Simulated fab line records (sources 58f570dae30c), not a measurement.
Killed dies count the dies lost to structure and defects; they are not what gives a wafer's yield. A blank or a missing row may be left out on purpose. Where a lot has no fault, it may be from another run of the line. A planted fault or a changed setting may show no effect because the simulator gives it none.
Which tool is to blame?    flow berkeley-cmos170    14 lots with 42 wafers sampled at 4 steps, on a route of 331 steps

== WHAT THE GAUGES SHOWED, per wafer ==
UCB170_V2_BOW_MEAS_03. Usual: for V2_BOW the level is 37 um and the standard deviation is 7.2.
lot   measured      on             V2_BOW (um)  flag
L923  day 7 12:31   film-metro-02  36 30 40     
L922  day 7 13:03   film-metro-04  35 42 35     
L924  day 7 13:16   film-metro-01  44 40 37     
L926  day 7 20:03   film-metro-02  40 19 38     
L927  day 8 01:52   film-metro-04  43 31 29     
L930  day 8 17:59   film-metro-04  46 49 36     
L929  day 8 18:14   film-metro-01  42 26 34     
L932  day 9 02:22   film-metro-04  37 49 41     
L931  day 9 02:32   film-metro-01  48 46 42     
L936  day 9 20:54   film-metro-04  39 36 38     
L940  day 11 00:31  film-metro-01  42 38 20     
L941  day 11 11:35  film-metro-01  38 42 32     
L943  day 11 18:00  film-metro-01  35 57 39     
L944  day 12 04:40  film-metro-01  27 37 37     

UCB170_M3_CD_MEAS_90: the cd target is 700 nm. Usual: 700.4 nm for cd-nm, sd 2.9.
lot   measured      on         cd-nm (nm)         flag
L923  day 7 17:43   cd-sem-01  704.2 702.2 703.5  
L922  day 7 18:29   cd-sem-01  698.4 699.6 703.2  
L924  day 7 19:18   cd-sem-01  702.7 699.3 703.5  
L926  day 8 00:47   cd-sem-01  698.4 700.6 705.1  
L927  day 8 06:43   cd-sem-01  700.8 700.2 705.2  
L930  day 8 23:01   cd-sem-02  698.7 698.1 697.9  
L929  day 9 02:55   cd-sem-01  700.4 699.8 702.5  
L932  day 9 06:51   cd-sem-02  704.0 697.3 705.5  
L931  day 9 07:56   cd-sem-02  698.2 697.4 699.8  
L936  day 10 01:26  cd-sem-01  697.0 695.4 699.0  
L940  day 11 06:30  cd-sem-01  698.6 704.7 699.4  
L941  day 11 15:44  cd-sem-01  698.4 697.1 697.2  
L943  day 11 22:39  cd-sem-01  703.4 699.5 702.6  
L944  day 12 09:18  cd-sem-02  701.3 699.2 698.8  

== TOOL THAT RAN EACH LOT (tool first, then ch and the chambers of the sampled wafers, then the start) ==
lot   UCB170_M1_ETCH_11                   UCB170_M3_STRIP_07
L923  rie-diel-04 ch 1,3, day 6 23:29     plasma-asher-01 ch 0,1, day 7 15:26
L922  rie-diel-02 ch 2,3, day 7 04:25     plasma-asher-04 ch 0,1, day 7 15:59
L924  rie-diel-03 ch 0,1, day 7 04:32     plasma-asher-03 ch 1, day 7 16:41
L926  rie-diel-04 ch 0,2,3, day 7 08:13   plasma-asher-04 ch 0,1, day 7 22:53
L927  rie-diel-03 ch 0,1,3, day 7 15:55   plasma-asher-04 ch 0,1, day 8 04:47
L930  rie-diel-02 ch 1,2,3, day 8 04:54   plasma-asher-03 ch 0,1, day 8 21:14
L929  rie-diel-02 ch 1,2,3, day 8 06:55   plasma-asher-04 ch 0,1, day 8 21:25
L932  rie-diel-03 ch 0,2, day 8 13:44     plasma-asher-04 ch 0,1, day 9 05:13
L931  rie-diel-04 ch 0,1, day 8 14:35     plasma-asher-01 ch 0,1, day 9 06:16
L936  rie-diel-04 ch 0,1, day 9 11:52     plasma-asher-01 ch 0,1, day 9 23:50
L940  rie-diel-04 ch 0,3, day 10 12:53    plasma-asher-01 ch 0,1, day 11 03:13
L941  rie-diel-03 ch 0,2,3, day 11 01:30  plasma-asher-04 ch 0,1, day 11 14:08
L943  rie-diel-03 ch 0,1,2, day 11 08:41  plasma-asher-03 ch 0,1, day 11 20:53
L944  rie-diel-03 ch 0,1,2, day 11 17:53  plasma-asher-03 ch 0,1, day 12 07:27
- UCB170_M1_ETCH_11: etches BARC in N2/H2.
- UCB170_M3_STRIP_07: strips in O2.

== WHAT THE TOOLS THEMSELVES READ (means of the sampled wafers that have a number; where no wafer has one, the mark that the record gives instead) ==
UCB170_M1_ETCH_11. Usual: drypump-motor-current-A 5.8 A, standard deviation 0.34; h2-flow-sccm 199.9 sccm, standard deviation 0.62; oes-product-au 1.001 a.u., standard deviation 0.023; throttle-valve-pct 13.34 %, standard deviation 0.13.
lot   tool         drypump-motor-current-A (A)  h2-flow-sccm (sccm)  oes-product-au (a.u.)  throttle-valve-pct (%)  flag
L923  rie-diel-04  5.5                          200.1                1.007                  13.33                   
L922  rie-diel-02  5.9                          199.6                1.025                  13.27                   
L924  rie-diel-03  5.6                          200.0                0.978                  13.35                   
L926  rie-diel-04  5.8                          200.5                1.021                  13.44                   
L927  rie-diel-03  5.7                          199.9                0.973                  13.30                   
L930  rie-diel-02  5.9                          200.3                1.008                  13.27                   
L929  rie-diel-02  5.9                          199.7                1.007                  13.27                   
L932  rie-diel-03  5.8                          199.5                0.994                  13.39                   
L931  rie-diel-04  6.0                          199.2                0.991                  13.35                   
L936  rie-diel-04  6.1                          200.2                0.993                  13.35                   
L940  rie-diel-04  5.7                          200.0                1.015                  13.48                   
L941  rie-diel-03  5.8                          200.9                1.001                  13.34                   
L943  rie-diel-03  5.7                          199.8                0.989                  13.35                   
L944  rie-diel-03  5.7                          199.5                0.989                  13.34                   

UCB170_M3_STRIP_07. Usual: drypump-motor-current-A 5.7 A, standard deviation 0.61; oes-product-au 0.734 a.u., standard deviation 0.0049; strip-time-to-endpoint-s 22.00 s, standard deviation 0.064.
lot   tool             drypump-motor-current-A (A)  oes-product-au (a.u.)  strip-time-to-endpoint-s (s)  flag
L923  plasma-asher-01  5.2                          0.736                  21.96                         
L922  plasma-asher-04  6.4                          0.735                  21.90                         
L924  plasma-asher-03  5.8                          0.737                  22.04                         
L926  plasma-asher-04  6.4                          0.733                  22.06                         
L927  plasma-asher-04  6.4                          0.732                  22.01                         
L930  plasma-asher-03  5.5                          0.736                  22.07                         
L929  plasma-asher-04  6.4                          0.733                  21.96                         
L932  plasma-asher-04  6.4                          0.734                  21.90                         
L931  plasma-asher-01  5.2                          0.736                  22.03                         
L936  plasma-asher-01  5.2                          0.733                  21.93                         
L940  plasma-asher-01  5.5                          0.737                  21.98                         
L941  plasma-asher-04  6.3                          0.734                  22.11                         
L943  plasma-asher-03  5.3                          0.733                  22.02                         
L944  plasma-asher-03  5.3                          0.737                  21.96                         

== THE ANSWER, worked out from the rows above alone ==
Rule: a lot counts as off when the mean over its wafers that have a number is more than 3 standard deviations away from the usual mean. A lot without any number at a reading at which 4 lots or more have one is off too. The other lots that the step has rows for count as sound. After the gauges, taken in route order, come the tools' own readings; for these a lot's mean is taken, as printed above. The first step at which some lot is off is used, and at that step the reading that is off furthest; a lot without a number counts as furthest.
No lot is off on any of the readings shown, so nothing can be concluded from this.

== WHAT HAD BEEN PUT IN BY THE SIMULATOR ==
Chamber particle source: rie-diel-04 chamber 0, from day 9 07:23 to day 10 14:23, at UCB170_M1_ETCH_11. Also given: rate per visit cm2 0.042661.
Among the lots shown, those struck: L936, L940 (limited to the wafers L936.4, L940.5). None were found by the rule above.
